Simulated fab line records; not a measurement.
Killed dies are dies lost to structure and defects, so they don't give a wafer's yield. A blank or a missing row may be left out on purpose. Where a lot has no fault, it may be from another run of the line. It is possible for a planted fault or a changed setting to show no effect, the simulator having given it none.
fab line records	flow ritCmos
record lots=7	wafers=21	lastDay=7
route steps=202 shown NWELL@30 PWELL@39 WELLDRIVE@50 NRETRO@53 PRETRO@64 GATE@95 M1@202
lots that met no fault: taken from a fault-free run of the same line
startH: start of the lot's first displayed wafer, in hours after the record's first day	waitH: hours from the lot's prior step to this one	" as in the row above	L1.1+2: several wafers, shown together as one row	- either no value or no given start	* or withheld: withheld	< > ~ a bound
route shown NAME@n: a module of which the file shows steps, and the number in the route of the first	usual: mean and standard deviation over wafers with no fault	same: alike in all rows	chamber/n: place in a boat	sites: each site's reading	_std_site: standard deviation across them	_edge_site: inner sites' mean taken away from outer sites' mean	radiusMm: how far each site lies from the wafer's centre	mask NAME#n: copy n	behind: the most recent tool/chamber to have shaped the wafer	hold: why the lot went on hold/how many hours it stayed there/how the hold came to an end	device: the n, p or np transistor that did not switch	end of line: tests run on the same wafers once the route is complete	a step given without rows: its recipe and nothing more	killed: dies lost to structure and defects at the first sort, not the wafer's yield	map: dies across one wafer; x = killed, . = not, _ = none there
set.NAME: the setting the step ran with; set.NAME@STEP: the setting that earlier step ran with	model.NAME: the simulator's own value behind a step, which no gauge read
certain route steps with their lots: each step a table, each wafer a row
services: the hour from which a tool's chamber was out of use, counted from the record's first day as startH (under 0 if before that day), plus the number of hours and why
## steps
# step RIT_NWELL_SOFTBAKE_02
# recipe resist=NOVOLAK	tempC=90	timeS=60
# step RIT_NWELL_EXPOSE_03
# recipe maskId=M2	na=0.57	targetCdNm=43900	doseMj=250
# step RIT_NWELL_PEB_04
# recipe resist=NOVOLAK	tempC=withheld	timeS=withheld
# step RIT_NWELL_DEVELOP_05
# recipe resist=NOVOLAK	developTimeS=68	devTempC=23
# step RIT_NWELL_OVL_MEAS_06
# usual NWELL_OVL=0.4/1.5
lot.wafer	tool	chamber	startH	waitH	NWELL_OVL[nm]
L531.1	overlay-01	-	22.57	-	0.8
L531.3	"	-	"	"	1.5
L531.4	"	-	"	"	1.7
L538.1	overlay-02	-	56.68	-	1.0
L538.2	"	-	"	"	0.3
L538.4	"	-	"	"	1.1
L539.1	overlay-02	-	62.23	-	3.1
L539.5	"	-	"	"	1.6
L539.6	"	-	"	"	1.7
L541.1	overlay-01	-	72.75	-	-1.6
L541.2	"	-	"	"	-0.5
L541.4	"	-	"	"	1.3
L543.1	overlay-02	-	83.95	-	-0.7
L543.3	"	-	"	"	-2.1
L543.4	"	-	"	"	-0.9
L545.1	overlay-01	-	92.19	-	1.7
L545.4	"	-	"	"	-0.3
L545.5	"	-	"	"	2.4
L551.1	overlay-01	-	121.32	-	3.4
L551.2	"	-	"	"	3.7
L551.4	"	-	"	"	1.7
# step RIT_NWELL_HARDBAKE_07
# recipe resist=NOVOLAK	tempC=140	timeS=120
# step RIT_NWELL_IMPLANT_08
# recipe species=P	energyKev=170	doseCm2=5e+13	tiltDeg=7
# step RIT_NWELL_STRIP_09
# recipe chemistry=O2	timeS=180	resist=NOVOLAK	platenTempC=withheld	powerW=500	pressureMtorr=4000	o2FlowSccm=4000
# usual drypumpMotorCurrentA=5.73/0.29
# same timeS=180
lot.wafer	tool	chamber	startH	waitH	drypumpMotorCurrentA	rfHoursCounterH
L531.1	plasmaAsher-01	1	23.01	0.1	5.54	38
L531.3	"	0	"	"	6.22	-
L531.4	"	1	"	"	5.55	-
L538.1	plasmaAsher-04	0	57.12	0.1	5.42	40
L538.2	"	1	"	"	5.60	40
L538.4	"	1	"	"	5.57	-
L539.1	plasmaAsher-03	0	62.66	0.1	6.04	27
L539.5	"	0	"	"	6.07	-
L539.6	"	1	"	"	5.82	-
L541.1	plasmaAsher-03	0	73.18	0.1	6.08	28
L541.2	"	1	"	"	5.80	28
L541.4	"	0	"	"	6.05	-
L543.1	plasmaAsher-03	1	84.38	0.1	5.79	29
L543.3	"	1	"	"	5.82	-
L543.4	"	0	"	"	6.02	-
L545.1	plasmaAsher-01	1	92.62	0.1	5.52	45
L545.4	"	1	"	"	5.52	-
L545.5	"	1	"	"	5.54	-
L551.1	plasmaAsher-04	1	121.76	0.1	5.58	0
L551.2	"	0	"	"	5.45	0
L551.4	"	1	"	"	5.58	-
# step RIT_NWELL_TW_MEAS_10
# usual NWELL_TW=2148/14
lot.wafer	tool	chamber	startH	waitH	NWELL_TW
L531.1	filmMetro-03	-	23.19	0.1	2144
L531.3	"	-	"	"	2144
L531.4	"	-	"	"	2144
L538.1	filmMetro-04	-	57.29	0.1	2137
L538.2	"	-	"	"	2139
L538.4	"	-	"	"	2154
L539.1	filmMetro-04	-	62.84	0.1	2134
L539.5	"	-	"	"	2133
L539.6	"	-	"	"	2129
L541.1	filmMetro-03	-	73.36	0.1	2151
L541.2	"	-	"	"	2148
L541.4	"	-	"	"	2135
L543.1	filmMetro-04	-	84.56	0.1	2148
L543.3	"	-	"	"	2155
L543.4	"	-	"	"	2144
L545.1	filmMetro-04	-	92.80	0.1	2148
L545.4	"	-	"	"	2157
L545.5	"	-	"	"	2170
L551.1	filmMetro-03	-	121.93	0.1	2167
L551.2	"	-	"	"	2156
L551.4	"	-	"	"	2158
# step RIT_PWELL_HMDS_00
# recipe primeTimeS=60	primeTempC=140
# step RIT_PWELL_COAT_01
# recipe resist=NOVOLAK	spinRpm=2000	resistThkNm=1300
# step RIT_PWELL_SOFTBAKE_02
# recipe resist=NOVOLAK	tempC=90	timeS=62.36
# usual plateSensorTCentreC=90.969/0.0095	plateSensorTEdgeC=91.020/0.01
# same timeS=62.36
lot.wafer	tool	chamber	startH	waitH	plateSensorTCentreC	plateSensorTEdgeC
L531.1	lithoTrack-02	0	23.55	0.1	90.960	91.016
L531.3	"	0	"	"	90.966	91.012
L531.4	"	0	"	"	90.965	91.035
L538.1	lithoTrack-02	0	57.65	0.1	90.978	91.026
L538.2	"	0	"	"	90.982	91.012
L538.4	"	0	"	"	90.950	91.010
L539.1	lithoTrack-03	0	63.20	0.1	90.957	91.021
L539.5	"	0	"	"	90.973	91.032
L539.6	"	0	"	"	90.967	91.023
L541.1	lithoTrack-01	0	73.72	0.1	90.954	91.020
L541.2	"	0	"	"	90.970	91.036
L541.4	"	0	"	"	90.970	91.015
L543.1	lithoTrack-03	0	84.92	0.1	90.973	91.030
L543.3	"	0	"	"	90.976	91.021
L543.4	"	0	"	"	90.969	91.002
L545.1	lithoTrack-03	0	93.16	0.1	90.960	91.008
L545.4	"	0	"	"	90.984	91.034
L545.5	"	0	"	"	90.955	91.022
L551.1	lithoTrack-03	0	122.29	0.1	90.975	91.043
L551.2	"	0	"	"	90.958	91.026
L551.4	"	0	"	"	90.977	91.003
# step RIT_PWELL_EXPOSE_03
# recipe maskId=M3	na=0.57	targetCdNm=43700	doseMj=250
lot.wafer	tool	chamber	startH	waitH	mask	model.PWELL.overlayXNm
L531.1+3+4	ilineStepper-02	0	23.70	0.1	M3#0	-0.1871
L538.1+2+4	ilineStepper-01	0	57.93	0.2	M3#0	-0.7522
L539.1+5+6	ilineStepper-01	0	63.36	0.1	M3#0	419.9
L541.1+2+4	ilineStepper-01	0	73.99	0.2	M3#0	420.1
L543.1+3+4	ilineStepper-02	0	85.07	0.1	M3#0	-0.06764
L545.1+4+5	ilineStepper-01	0	93.43	0.2	M3#0	420.1
L551.1+2+4	ilineStepper-02	0	122.57	0.2	M3#0	-0.1193
# step RIT_PWELL_PEB_04
# recipe resist=NOVOLAK	tempC=withheld	timeS=withheld
# step RIT_PWELL_DEVELOP_05
# recipe resist=NOVOLAK	developTimeS=68	devTempC=23
# step RIT_PWELL_OVL_MEAS_06
# usual PWELL_OVL=-0.9/1.6
lot.wafer	tool	chamber	startH	waitH	PWELL_OVL[nm]
L531.1	overlay-01	-	24.13	-	0.6
L531.3	"	-	"	"	-2.0
L531.4	"	-	"	"	-1.1
L538.1	overlay-02	-	58.36	-	0.8
L538.2	"	-	"	"	-1.1
L538.4	"	-	"	"	-1.2
L539.1	overlay-01	-	63.87	-	419.2
L539.5	"	-	"	"	418.7
L539.6	"	-	"	"	418.3
L541.1	overlay-02	-	74.42	-	418.9
L541.2	"	-	"	"	420.7
L541.4	"	-	"	"	420.3
L543.1	overlay-02	-	85.50	-	-2.3
L543.3	"	-	"	"	-3.8
L543.4	"	-	"	"	-1.9
L545.1	overlay-02	-	93.86	-	417.1
L545.4	"	-	"	"	419.4
L545.5	"	-	"	"	419.7
L551.1	overlay-01	-	123.00	-	-1.5
L551.2	"	-	"	"	-1.7
L551.4	"	-	"	"	-0.5
# step RIT_PWELL_HARDBAKE_07
# recipe resist=NOVOLAK	tempC=140	timeS=120
# step RIT_PWELL_IMPLANT_08
# recipe species=B	energyKev=170	doseCm2=7e+13	tiltDeg=7
# step RIT_PWELL_STRIP_09
# recipe chemistry=O2	timeS=180	resist=NOVOLAK	platenTempC=withheld	powerW=500	pressureMtorr=4000	o2FlowSccm=4000
# usual drypumpMotorCurrentA=5.82/0.26
# same timeS=180
lot.wafer	tool	chamber	startH	waitH	drypumpMotorCurrentA	rfHoursCounterH
L531.1	plasmaAsher-04	0	24.56	0.1	5.45	37
L531.3	"	1	"	"	5.58	-
L531.4	"	0	"	"	5.41	-
L538.1	plasmaAsher-03	1	58.79	0.1	5.82	26
L538.2	"	0	"	"	6.04	26
L538.4	"	1	"	"	5.81	-
L539.1	plasmaAsher-04	1	64.45	0.2	5.58	41
L539.5	"	0	"	"	5.46	-
L539.6	"	1	"	"	5.57	-
L541.1	plasmaAsher-02	0	74.86	0.1	5.83	43
L541.2	"	1	"	"	6.12	43
L541.4	"	1	"	"	6.08	-
L543.1	plasmaAsher-02	0	85.93	0.1	5.79	44
L543.3	"	1	"	"	6.14	-
L543.4	"	0	"	"	5.81	-
L545.1	plasmaAsher-04	0	94.33	0.1	5.47	44
L545.4	"	1	"	"	5.57	-
L545.5	"	0	"	"	5.46	-
L551.1	plasmaAsher-03	0	123.43	0.1	6.09	34
L551.2	"	1	"	"	5.82	34
L551.4	"	0	"	"	6.08	-
# step RIT_PWELL_TW_MEAS_10
# usual PWELL_TW=952/8.9
lot.wafer	tool	chamber	startH	waitH	PWELL_TW
L531.1	filmMetro-04	-	24.74	0.1	957
L531.3	"	-	"	"	957
L531.4	"	-	"	"	955
L538.1	filmMetro-03	-	58.97	0.1	954
L538.2	"	-	"	"	955
L538.4	"	-	"	"	953
L539.1	filmMetro-02	-	64.63	0.1	942
L539.5	"	-	"	"	934
L539.6	"	-	"	"	941
L541.1	filmMetro-04	-	75.03	0.1	956
L541.2	"	-	"	"	963
L541.4	"	-	"	"	956
L543.1	filmMetro-04	-	86.11	0.1	960
L543.3	"	-	"	"	956
L543.4	"	-	"	"	960
L545.1	filmMetro-02	-	94.50	0.1	941
L545.4	"	-	"	"	936
L545.5	"	-	"	"	944
L551.1	filmMetro-02	-	123.61	0.1	953
L551.2	"	-	"	"	954
L551.4	"	-	"	"	954
# step RIT_WELLDRIVE_ANNEAL_00
# recipe tempC=1100	timeS=14700	ambient=N2
# step RIT_WELLDRIVE_RS_MEAS_01
# recipe thkMeasGauge=four-point-probe
# usual NWELL_RS=275.6/0.67
lot.wafer	tool	chamber	startH	waitH	NWELL_RS[ohm/sq]
L531.1	filmMetro-03	-	29.88	0.0	276.3
L531.3	"	-	"	"	276.5
L531.4	"	-	"	"	275.9
L538.1	filmMetro-04	-	64.11	0.0	275.9
L538.2	"	-	"	"	276.2
L538.4	"	-	"	"	275.9
L539.1	filmMetro-04	-	69.77	0.0	275.5
L539.5	"	-	"	"	275.3
L539.6	"	-	"	"	275.8
L541.1	filmMetro-04	-	81.82	0.0	276.5
L541.2	"	-	"	"	276.7
L541.4	"	-	"	"	275.8
L543.1	filmMetro-03	-	93.06	0.0	276.1
L543.3	"	-	"	"	276.1
L543.4	"	-	"	"	276.3
L545.1	filmMetro-02	-	100.03	0.0	275.9
L545.4	"	-	"	"	275.9
L545.5	"	-	"	"	274.8
L551.1	filmMetro-03	-	128.75	0.0	275.1
L551.2	"	-	"	"	275.0
L551.4	"	-	"	"	276.0
# step RIT_WELLDRIVE_RS_MEAS_02
# recipe thkMeasGauge=four-point-probe
# usual PWELL_RS=429.9/1.3
lot.wafer	tool	chamber	startH	waitH	PWELL_RS[ohm/sq]
L531.1	filmMetro-03	-	30.00	0.1	431.3
L531.3	"	-	"	"	431.4
L531.4	"	-	"	"	432.3
L538.1	filmMetro-04	-	64.23	0.1	427.9
L538.2	"	-	"	"	429.0
L538.4	"	-	"	"	429.7
L539.1	filmMetro-04	-	69.89	0.1	432.2
L539.5	"	-	"	"	432.2
L539.6	"	-	"	"	430.7
L541.1	filmMetro-04	-	81.94	0.1	429.8
L541.2	"	-	"	"	430.4
L541.4	"	-	"	"	430.7
L543.1	filmMetro-03	-	93.18	0.1	427.2
L543.3	"	-	"	"	427.8
L543.4	"	-	"	"	428.4
L545.1	filmMetro-02	-	100.15	0.1	431.6
L545.4	"	-	"	"	430.7
L545.5	"	-	"	"	430.0
L551.1	filmMetro-03	-	128.87	0.1	429.2
L551.2	"	-	"	"	428.8
L551.4	"	-	"	"	429.9
# step RIT_NRETRO_HMDS_00
# recipe primeTimeS=60	primeTempC=140
# step RIT_NRETRO_COAT_01
# recipe resist=NOVOLAK	spinRpm=2000	resistThkNm=1300
# step RIT_NRETRO_SOFTBAKE_02
# recipe resist=NOVOLAK	tempC=89.01	timeS=60
# step RIT_NRETRO_EXPOSE_03
# recipe maskId=M4	na=0.57	targetCdNm=43900	doseMj=250
# step RIT_NRETRO_PEB_04
# recipe resist=NOVOLAK	tempC=withheld	timeS=withheld
# step RIT_NRETRO_DEVELOP_05
# recipe resist=NOVOLAK	developTimeS=68	devTempC=23
# step RIT_NRETRO_OVL_MEAS_06
# usual NRETRO_OVL=-0.3/1.5
lot.wafer	tool	chamber	startH	waitH	NRETRO_OVL[nm]
L531.1	overlay-02	-	31.00	-	0.0
L531.3	"	-	"	"	0.1
L531.4	"	-	"	"	0.2
L538.1	overlay-02	-	65.36	-	0.3
L538.2	"	-	"	"	0.4
L538.4	"	-	"	"	0.5
L539.1	overlay-02	-	70.89	-	-0.8
L539.5	"	-	"	"	-1.1
L539.6	"	-	"	"	1.5
L541.1	overlay-02	-	82.94	-	-3.1
L541.2	"	-	"	"	0.7
L541.4	"	-	"	"	-0.3
L543.1	overlay-01	-	94.18	-	0.8
L543.3	"	-	"	"	0.8
L543.4	"	-	"	"	-0.8
L545.1	overlay-01	-	101.15	-	0.6
L545.4	"	-	"	"	-0.9
L545.5	"	-	"	"	0.0
L551.1	overlay-02	-	129.87	-	-0.3
L551.2	"	-	"	"	-2.0
L551.4	"	-	"	"	-1.1
# step RIT_NRETRO_HARDBAKE_07
# recipe resist=NOVOLAK	tempC=140	timeS=120
# step RIT_NRETRO_IMPLANT_08
# recipe species=P	energyKev=70	doseCm2=1e+13	tiltDeg=7
# step RIT_NRETRO_STRIP_09
# recipe chemistry=O2	timeS=180	resist=NOVOLAK	platenTempC=withheld	powerW=500	pressureMtorr=4000	o2FlowSccm=4000
# usual drypumpMotorCurrentA=5.94/0.24
# same timeS=180
lot.wafer	tool	chamber	startH	waitH	drypumpMotorCurrentA	rfHoursCounterH
L531.1	plasmaAsher-01	1	31.44	0.1	5.53	39
L531.3	"	1	"	"	5.55	-
L531.4	"	0	"	"	6.20	-
L538.1	plasmaAsher-03	1	65.79	0.1	5.82	27
L538.2	"	0	"	"	6.06	27
L538.4	"	0	"	"	6.02	-
L539.1	plasmaAsher-03	1	71.33	0.1	5.79	28
L539.5	"	1	"	"	5.77	-
L539.6	"	0	"	"	6.07	-
L541.1	plasmaAsher-01	0	83.37	0.1	6.23	45
L541.2	"	1	"	"	5.54	45
L541.4	"	0	"	"	6.23	-
L543.1	plasmaAsher-01	1	94.61	0.1	5.54	46
L543.3	"	1	"	"	5.54	-
L543.4	"	0	"	"	6.25	-
L545.1	plasmaAsher-02	1	101.59	0.1	6.15	46
L545.4	"	1	"	"	6.18	-
L545.5	"	1	"	"	6.19	-
L551.1	plasmaAsher-01	0	130.31	0.1	6.25	50
L551.2	"	1	"	"	5.53	50
L551.4	"	1	"	"	5.52	-
# step RIT_NRETRO_TW_MEAS_10
# usual NRETRO_TW=1040/10
lot.wafer	tool	chamber	startH	waitH	NRETRO_TW
L531.1	filmMetro-01	-	31.61	0.1	1032
L531.3	"	-	"	"	1038
L531.4	"	-	"	"	1031
L538.1	filmMetro-03	-	65.97	0.1	1049
L538.2	"	-	"	"	1048
L538.4	"	-	"	"	1052
L539.1	filmMetro-02	-	71.50	0.1	1033
L539.5	"	-	"	"	1038
L539.6	"	-	"	"	1034
L541.1	filmMetro-02	-	83.55	0.1	1036
L541.2	"	-	"	"	1036
L541.4	"	-	"	"	1039
L543.1	filmMetro-01	-	94.79	0.1	1029
L543.3	"	-	"	"	1033
L543.4	"	-	"	"	1031
L545.1	filmMetro-01	-	101.76	0.1	1034
L545.4	"	-	"	"	1035
L545.5	"	-	"	"	1030
L551.1	filmMetro-01	-	130.48	0.1	1026
L551.2	"	-	"	"	1021
L551.4	"	-	"	"	1025
# step RIT_PRETRO_HMDS_00
# recipe primeTimeS=60	primeTempC=140
# step RIT_PRETRO_COAT_01
# recipe resist=NOVOLAK	spinRpm=2000	resistThkNm=1300
# step RIT_PRETRO_SOFTBAKE_02
# recipe resist=NOVOLAK	tempC=90	timeS=60
# step RIT_PRETRO_EXPOSE_03
# recipe maskId=M5	na=0.57	targetCdNm=43700	doseMj=250
# step RIT_PRETRO_PEB_04
# recipe resist=NOVOLAK	tempC=withheld	timeS=withheld
# step RIT_PRETRO_DEVELOP_05
# recipe resist=NOVOLAK	developTimeS=68	devTempC=23
# step RIT_PRETRO_OVL_MEAS_06
# usual PRETRO_OVL=-0.1/1.4
lot.wafer	tool	chamber	startH	waitH	PRETRO_OVL[nm]
L531.1	overlay-01	-	32.68	-	0.8
L531.3	"	-	"	"	-0.4
L531.4	"	-	"	"	-0.5
L538.1	overlay-01	-	67.03	-	-1.6
L538.2	"	-	"	"	0.0
L538.4	"	-	"	"	-0.3
L539.1	overlay-01	-	72.57	-	1.6
L539.5	"	-	"	"	0.6
L539.6	"	-	"	"	-0.5
L541.1	overlay-02	-	84.61	-	0.8
L541.2	"	-	"	"	-0.2
L541.4	"	-	"	"	-0.9
L543.1	overlay-02	-	95.85	-	-3.2
L543.3	"	-	"	"	-1.6
L543.4	"	-	"	"	-2.1
L545.1	overlay-02	-	102.70	-	0.1
L545.4	"	-	"	"	-0.5
L545.5	"	-	"	"	2.2
L551.1	overlay-02	-	131.73	-	-3.0
L551.2	"	-	"	"	-2.4
L551.4	"	-	"	"	-1.1
# step RIT_PRETRO_HARDBAKE_07
# recipe resist=NOVOLAK	tempC=140	timeS=120
# step RIT_GATE_ETCH_19
# recipe chemistry=SF6/CHF3/O2	timeS=165	SF6_flow_sccm=30	CHF3_flow_sccm=30	O2_flow_sccm=5	target=poly-Si	pressureMtorr=40	rfW=160	targetDepthA=3125	overEtchFrac=0.25	stopOn=SiO2
# usual O2_flow_sccm=5.000/0.016	drypumpMotorCurrentA=5.7/0.31	oesProductAu=0.844/0.014	throttleValvePct=10.28/0.12
# same timeS=165
lot.wafer	tool	chamber	startH	waitH	O2_flow_sccm	drypumpMotorCurrentA	oesProductAu	rfHoursCounterH	throttleValvePct	model.GATE.cdNm
L531.1	rieSi-02	2	38.57	0.1	5.018	5.4	0.831	43	10.19	145.5
L531.3	"	1	"	"	4.972	5.6	0.853	46	10.35	147.9
L531.4	"	0	"	"	5.022	6.2	0.852	-	10.17	147.3
L538.1	rieSi-01	3	74.28	0.1	4.998	6.3	0.837	55	10.15	149.8
L538.2	"	0	"	"	5.019	5.5	0.812	93	10.37	148.6
L538.4	"	1	"	"	4.978	5.7	0.835	79	10.33	149.8
L539.1	rieSi-02	1	83.10	0.1	4.969	5.6	0.867	46	10.35	148.2
L539.5	"	1	"	"	5.005	5.6	0.855	-	10.35	148
L539.6	"	2	"	"	5.014	5.3	0.827	-	10.19	150.4
L541.1	rieSi-02	0	92.22	0.1	4.992	6.2	0.851	73	10.17	149.9
L541.2	"	3	"	"	5.022	5.8	0.840	61	10.48	149
L541.4	"	1	"	"	5.010	5.6	0.854	46	10.35	147.1
L543.1	rieSi-02	0	101.47	0.1	4.978	6.2	0.853	73	10.16	151.9
L543.3	"	3	"	"	5.004	5.7	0.844	61	10.48	152
L543.4	"	1	"	"	4.993	5.6	0.866	46	10.35	149.4
L545.1	rieSi-02	3	112.12	0.1	5.002	5.8	0.845	61	10.49	164.6
L545.4	"	0	"	"	4.990	6.2	0.868	73	10.17	164.7
L545.5	"	0	"	"	4.976	6.2	0.845	-	10.15	163.8
L551.1	rieSi-02	3	138.65	0.1	4.994	5.8	0.864	61	10.50	150
L551.2	"	2	"	"	4.999	5.4	0.832	44	10.19	149.1
L551.4	"	0	"	"	5.019	6.2	0.856	73	10.15	149.2
# step RIT_M1_PROBE_99
# usual killedAtFrontEnd=7.2/2.5	killedDies=7.3/2.5	killedOpen=3.8/1.9	killedShort=3.5/1.8
# same grossDies=264	killed_at_M0_to_M3=0	killed_at_M4_up=0	killedAtBackSide=0	killedAtContacts=0	killedAtOther=0
lot.wafer	tool	chamber	startH	waitH	killedAtFrontEnd	killedDies	killedOpen	killedShort	model.etest.pmosTurned.rOnOhmUm	model.etest.pmos_0p15.rOnOhmUm	model.etest.wellEdgeLeft.lineOhmUm	model.etest.nmos_0p15.rOnOhmUm	model.etest.wellEdgeRight.lineOhmUm	model.etest.nmos_0p15.driveUaUm	model.etest.pmos_0p15.driveUaUm	model.etest.npolyLine.lineOhmUm
L531.1	prober-02	-	59.38	0.1	10	10	6	4	3199	2544	184.8	1049	182.3	486.9	279.5	173.4
L531.3	prober-02	-	59.48	0.2	8	8	3	5	3198	2569	184.8	1056	183.3	482.3	270.2	169.1
L531.4	prober-02	-	59.53	0.2	4	4	2	2	3199	2579	183.5	1077	183.7	484	276.2	168.8
L538.1	prober-02	-	96.18	0.1	8	8	5	3	3399	2749	183.4	1155	182.5	456.8	253.9	170.7
L538.2	prober-02	-	96.23	0.1	6	6	3	3	3369	2727	181.8	1114	182.3	463.9	257.2	168.7
L538.4	prober-02	-	96.33	0.2	3	3	1	1	3344	2745	182.7	1145	181.9	463.1	257.8	166.5
L539.1	prober-01	-	103.03	0.1	10	10	3	7	3327	2684	224.3	1069	159.9	479.4	260.5	171.6
L539.5	prober-01	-	103.23	0.2	7	7	3	4	3217	2603	223.1	1046	159.9	494.5	272.8	169.3
L539.6	prober-01	-	103.28	0.2	9	9	2	7	3343	2697	220.6	1072	159.3	476.9	262.3	168.7
L541.1	prober-01	-	112.17	0.1	9	9	6	3	3333	2706	221.4	1166	161.2	456.4	264.6	167.5
L541.2	prober-01	-	112.22	0.1	9	9	4	5	3326	2696	223	1175	161	459	265.6	170.9
L541.4	prober-01	-	112.32	0.2	5	5	4	1	3347	2710	227.2	1190	160.4	461.9	266.1	174.2
L543.1	prober-02	-	123.70	0.1	9	9	6	3	3495	2840	183.2	1191	185.1	452.8	251.3	164.4
L543.3	prober-02	-	123.80	0.2	6	6	4	2	3554	2843	181.2	1153	182.6	437	244.4	169.6
L543.4	prober-02	-	123.85	0.2	5	5	2	3	3412	2738	182	1130	182.3	463.3	258.2	167.2
L545.1	prober-02	-	132.96	0.1	7	7	2	5	3800	3148	226.3	1304	161	403.1	222.8	146.1
L545.4	prober-02	-	133.11	0.2	9	9	4	5	3875	3147	226.7	1260	162.7	399.7	215.8	145.7
L545.5	prober-02	-	133.16	0.2	6	6	4	2	3806	3127	227.7	1297	162.9	402	219.8	144.4
L551.1	prober-02	-	159.91	0.1	7	7	5	2	3855	3003	182.3	1154	181.4	463.1	234.4	170.5
L551.2	prober-02	-	159.96	0.1	10	10	8	2	3766	2953	181.3	1106	182.4	472	237	169.2
L551.4	prober-02	-	160.06	0.2	4	4	2	2	3705	2923	181.6	1101	180.7	466.2	240.1	169.1
# killed by level:class
L531.1 GATE:geometricParticle:open=3 FOX1:geometricParticle:open=2 FOX1:geometricParticle:short=1 GATE:geometricParticle:short=1 SPACER:geometricParticle:short=1 SILICIDE:geometricParticle:short=1 SILICIDE:geometricParticle:open=1
L531.3 FOX1:geometricParticle:short=2 REOX:geometricParticle:open=2 GATE:geometricParticle:short=1 GATE:geometricParticle:open=1 REOX:geometricParticle:short=1 SILICIDE:geometricParticle:short=1
L531.4 GATE:geometricParticle:open=1 GATE:geometricParticle:short=1 SILICIDE:geometricParticle:short=1 SILICIDE:geometricParticle:open=1
L538.1 SILICIDE:geometricParticle:open=5 FOX2:geometricParticle:short=1 SPACER:geometricParticle:short=1 SILICIDE:geometricParticle:short=1
L538.2 FOX1:geometricParticle:open=2 GATE:geometricParticle:short=2 SPACER:geometricParticle:short=1 SILICIDE:geometricParticle:open=1
L538.4 FOX1:geometricParticle:open=1 SILICIDE:geometricParticle:short=1 GATE:coatMicrobubblePrinted=1
L539.1 REOX:geometricParticle:short=4 FOX2:geometricParticle:short=2 REOX:geometricParticle:open=2 GATE:geometricParticle:open=1 SILICIDE:geometricParticle:short=1
L539.5 GATE:geometricParticle:short=3 FOX1:geometricParticle:open=2 GATE:geometricParticle:open=1 REOX:geometricParticle:short=1
L539.6 GATE:geometricParticle:short=5 FOX2:geometricParticle:short=1 FOX1:geometricParticle:open=1 SILICIDE:geometricParticle:short=1 SILICIDE:geometricParticle:open=1
L541.1 GATE:geometricParticle:open=3 SPACER:geometricParticle:short=2 SILICIDE:geometricParticle:open=2 SPACER:geometricParticle:open=1 SILICIDE:geometricParticle:short=1
L541.2 GATE:geometricParticle:short=2 SPACER:geometricParticle:open=2 SPACER:geometricParticle:short=2 REOX:geometricParticle:open=1 REOX:geometricParticle:short=1 SILICIDE:geometricParticle:open=1
L541.4 FOX1:geometricParticle:open=1 GATE:geometricParticle:short=1 GATE:geometricParticle:open=1 REOX:geometricParticle:open=1 SPACER:geometricParticle:open=1
L543.1 GATE:geometricParticle:short=3 FOX2:geometricParticle:open=2 GATE:geometricParticle:open=2 SILICIDE:geometricParticle:open=2
L543.3 REOX:geometricParticle:short=2 GATE:geometricParticle:open=1 REOX:geometricParticle:open=1 SPACER:geometricParticle:open=1 SILICIDE:geometricParticle:open=1
L543.4 GATE:geometricParticle:short=2 GATE:geometricParticle:open=1 REOX:geometricParticle:short=1 SPACER:geometricParticle:open=1
L545.1 SILICIDE:geometricParticle:short=3 FOX1:geometricParticle:open=1 FOX2:geometricParticle:short=1 GATE:geometricParticle:short=1 GATE:geometricParticle:open=1
L545.4 REOX:geometricParticle:short=3 SPACER:geometricParticle:short=2 GATE:geometricParticle:open=2 FOX1:geometricParticle:open=1 SPACER:geometricParticle:open=1
L545.5 REOX:geometricParticle:open=2 FOX2:geometricParticle:open=1 GATE:geometricParticle:short=1 REOX:geometricParticle:short=1 SPACER:geometricParticle:open=1
L551.1 SPACER:geometricParticle:open=3 GATE:geometricParticle:short=2 GATE:geometricParticle:open=1 SILICIDE:geometricParticle:open=1
L551.2 GATE:geometricParticle:open=5 SPACER:geometricParticle:open=2 FOX1:geometricParticle:open=1 REOX:geometricParticle:short=1 SPACER:geometricParticle:short=1
L551.4 FOX1:geometricParticle:short=1 REOX:geometricParticle:open=1 SILICIDE:geometricParticle:open=1 SILICIDE:geometricParticle:short=1
## services
tool	chamber	startH	hours	kind
ilineStepper-02	0	19.66	-	calibration
plasmaAsher-03	-	24.30	2.2	repair
rieSi-02	3	35.22	6.9	repair
rieSi-01	2	35.90	-	clean
rieSi-01	2	35.90	23.9	scheduledDown
rieSi-01	2	35.90	23.9	ventCycle
plasmaAsher-02	-	79.75	1.5	repair
plasmaAsher-03	-	80.05	2.8	pm
ilineStepper-01	0	81.80	-	calibration
plasmaAsher-01	-	86.60	2.0	repair
plasmaAsher-04	-	108.75	9.0	pm
plasmaAsher-04	0	108.75	9.0	ventCycle
plasmaAsher-04	1	108.75	9.0	ventCycle
plasmaAsher-04	0	117.75	-	clean
plasmaAsher-04	1	117.75	-	clean
## key
firstSign step=RIT_PWELL_OVL_MEAS_06	reading=PWELL_OVL	direction=up	sigmas=99+	usual=-0.9	struck=419.2
effect none on later readings
modelEffect step=RIT_PWELL_EXPOSE_03	value=PWELL.overlayXNm	without=0.028	struck=420
modelEffect step=RIT_GATE_ETCH_19	value=GATE.cdNm	without=150.2	struck=154
modelEffect step=RIT_M1_PROBE_99	value=etest.pmosTurned.rOnOhmUm	without=3396	struck=3486
metAt RIT_PWELL_EXPOSE_03
struckWafers L539.1,L539.5,L539.6,L541.1,L541.2,L541.4,L545.1,L545.4,L545.5
testerLeftOut L539,L541,L545
loopTrim step=RIT_GATE_EXPOSE_13	setting=dose	lots=L545
onsetBetween 57.93 63.36
fault kind=scannerMatchingOverlay	tool=ilineStepper-01	chamber=-	onsetH=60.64	steps=RIT_PWELL_EXPOSE_03	offset=420
# testerLeftOut: of these lots the tester's yield and bins aren't shown, on N5 and GAA mostly nor the transistor test; their killed dies are dies lost to structure and defects alone, not to doping, threshold or leakage, so they don't give the yield
# loopTrim: a control loop set the setting to another value than it would have without faults
